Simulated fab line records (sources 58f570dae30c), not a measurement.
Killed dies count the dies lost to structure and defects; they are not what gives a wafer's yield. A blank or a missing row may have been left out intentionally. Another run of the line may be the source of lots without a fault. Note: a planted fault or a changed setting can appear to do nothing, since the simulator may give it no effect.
Split-lot experiment :: flow berkeley_cmos170 :: 23 wafers read from 5 lots, route of 331 steps

THE SPLIT
At UCB170_M1_COAT_04 (resist thk 900 nm), the setting resist_thk_nm was moved away from the recipe's 900 nm on 8 of the 23 wafers read, by -2.1% to +2.7%. All remaining wafers had this setting at the recipe value.

The reading is taken at the split's own step.

THE READING
KrF_of_M1_COAT_04.thk_nm (the simulator's own value, which no gauge read), in nm, at UCB170_M1_COAT_04 (resist thk 900 nm). There is no usual value for it anywhere in the file. Here, 15 wafers ran the recipe; their average is 900.3 nm with a standard deviation of 2.5 nm.

wafer: L074.1
tool, chamber at the split: litho_track-01, 0
resist_thk_nm as run, nm: 914
against the recipe: +1.6%
KrF_of_M1_COAT_04.thk_nm, nm: 911.1
against lot-mates on the recipe: +12.6

wafer: L074.2
tool, chamber at the split: litho_track-01, 0
resist_thk_nm as run, nm: 900
against the recipe: recipe
KrF_of_M1_COAT_04.thk_nm, nm: 898.8
against lot-mates on the recipe: -

wafer: L074.3
tool, chamber at the split: litho_track-01, 0
resist_thk_nm as run, nm: 900
against the recipe: recipe
KrF_of_M1_COAT_04.thk_nm, nm: 897.7
against lot-mates on the recipe: -

wafer: L074.4
tool, chamber at the split: litho_track-01, 0
resist_thk_nm as run, nm: 900
against the recipe: recipe
KrF_of_M1_COAT_04.thk_nm, nm: 898.9
against lot-mates on the recipe: -

wafer: L074.5
tool, chamber at the split: litho_track-01, 0
resist_thk_nm as run, nm: 914
against the recipe: +1.6%
KrF_of_M1_COAT_04.thk_nm, nm: 912.5
against lot-mates on the recipe: +14.0

wafer: L075.1
tool, chamber at the split: litho_track-03, 0
resist_thk_nm as run, nm: 924
against the recipe: +2.7%
KrF_of_M1_COAT_04.thk_nm, nm: 921.6
against lot-mates on the recipe: +23.1

wafer: L075.2
tool, chamber at the split: litho_track-03, 0
resist_thk_nm as run, nm: 924
against the recipe: +2.7%
KrF_of_M1_COAT_04.thk_nm, nm: 922.2
against lot-mates on the recipe: +23.8

wafer: L075.3
tool, chamber at the split: litho_track-03, 0
resist_thk_nm as run, nm: 900
against the recipe: recipe
KrF_of_M1_COAT_04.thk_nm, nm: 898.8
against lot-mates on the recipe: -

wafer: L075.4
tool, chamber at the split: litho_track-03, 0
resist_thk_nm as run, nm: 924
against the recipe: +2.7%
KrF_of_M1_COAT_04.thk_nm, nm: 920.5
against lot-mates on the recipe: +22.0

wafer: L075.5
tool, chamber at the split: litho_track-03, 0
resist_thk_nm as run, nm: 900
against the recipe: recipe
KrF_of_M1_COAT_04.thk_nm, nm: 898.1
against lot-mates on the recipe: -

wafer: L077.1
tool, chamber at the split: litho_track-02, 0
resist_thk_nm as run, nm: 900
against the recipe: recipe
KrF_of_M1_COAT_04.thk_nm, nm: 905.7
against lot-mates on the recipe: -

wafer: L077.2
tool, chamber at the split: litho_track-02, 0
resist_thk_nm as run, nm: 881.3
against the recipe: -2.1%
KrF_of_M1_COAT_04.thk_nm, nm: 886.3
against lot-mates on the recipe: -19.5

wafer: L077.3
tool, chamber at the split: litho_track-02, 0
resist_thk_nm as run, nm: 881.3
against the recipe: -2.1%
KrF_of_M1_COAT_04.thk_nm, nm: 884.6
against lot-mates on the recipe: -21.2

wafer: L077.4
tool, chamber at the split: litho_track-02, 0
resist_thk_nm as run, nm: 900
against the recipe: recipe
KrF_of_M1_COAT_04.thk_nm, nm: 905.9
against lot-mates on the recipe: -

wafer: L077.5
tool, chamber at the split: litho_track-02, 0
resist_thk_nm as run, nm: 881.3
against the recipe: -2.1%
KrF_of_M1_COAT_04.thk_nm, nm: 884.5
against lot-mates on the recipe: -21.3

wafer: L084.1
tool, chamber at the split: litho_track-03, 0
resist_thk_nm as run, nm: 900
against the recipe: recipe
KrF_of_M1_COAT_04.thk_nm, nm: 898.6
against lot-mates on the recipe: -

wafer: L084.2
tool, chamber at the split: litho_track-03, 0
resist_thk_nm as run, nm: 900
against the recipe: recipe
KrF_of_M1_COAT_04.thk_nm, nm: 898.6
against lot-mates on the recipe: -

wafer: L084.4
tool, chamber at the split: litho_track-03, 0
resist_thk_nm as run, nm: 900
against the recipe: recipe
KrF_of_M1_COAT_04.thk_nm, nm: 901.9
against lot-mates on the recipe: -

wafer: L084.5
tool, chamber at the split: litho_track-03, 0
resist_thk_nm as run, nm: 900
against the recipe: recipe
KrF_of_M1_COAT_04.thk_nm, nm: 899.8
against lot-mates on the recipe: -

wafer: L084.6
tool, chamber at the split: litho_track-03, 0
resist_thk_nm as run, nm: 900
against the recipe: recipe
KrF_of_M1_COAT_04.thk_nm, nm: 898.4
against lot-mates on the recipe: -

wafer: L085.1
tool, chamber at the split: litho_track-01, 0
resist_thk_nm as run, nm: 900
against the recipe: recipe
KrF_of_M1_COAT_04.thk_nm, nm: 901.6
against lot-mates on the recipe: -

wafer: L085.2
tool, chamber at the split: litho_track-01, 0
resist_thk_nm as run, nm: 900
against the recipe: recipe
KrF_of_M1_COAT_04.thk_nm, nm: 901.5
against lot-mates on the recipe: -

wafer: L085.4
tool, chamber at the split: litho_track-01, 0
resist_thk_nm as run, nm: 900
against the recipe: recipe
KrF_of_M1_COAT_04.thk_nm, nm: 899.8
against lot-mates on the recipe: -

FIT RESULTS
A straight line over all 23 wafers: KrF_of_M1_COAT_04.thk_nm changes by +7.63 nm for each +1% of resist_thk_nm; r = +0.98; the points scatter about the line by 2.2 nm.
The same after taking each lot's own level away (the mean of its wafers on the recipe; 23 wafers): +9.11 nm for each +1%; r = +1.00; scatter 1.1 nm.
The reading moves by 24 nm for the largest change in resist_thk_nm, on that fit.
Measured against the standard deviation above, the lots' own levels, which go from 898.45 to 905.80 nm, span 2.9 times it.
In other words, the slope is changed by the lot-to-lot level; the two fits disagree.
Check: with one of the wafers moved furthest among these (+2.7%) left out of the fit, the line predicts +24 nm for it against its lot-mates. It came out at +23.1 nm against them.

FURTHER SPLITS ON THESE WAFERS
These wafers also went through other splits before the reading. Each is held against what the fit with the lots' levels taken away leaves over:
other split on the same wafers: UCB170_SDANNEAL_RTA_01 time_s
wafers away from the commonest value: 5
r with KrF_of_M1_COAT_04.thk_nm (lot level and that fit taken away): -0.05

FILE'S OWN FIT
KrF_of_M1_COAT_04.thk_nm changes by +9.02 nm for each +1% of resist_thk_nm, r = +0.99.
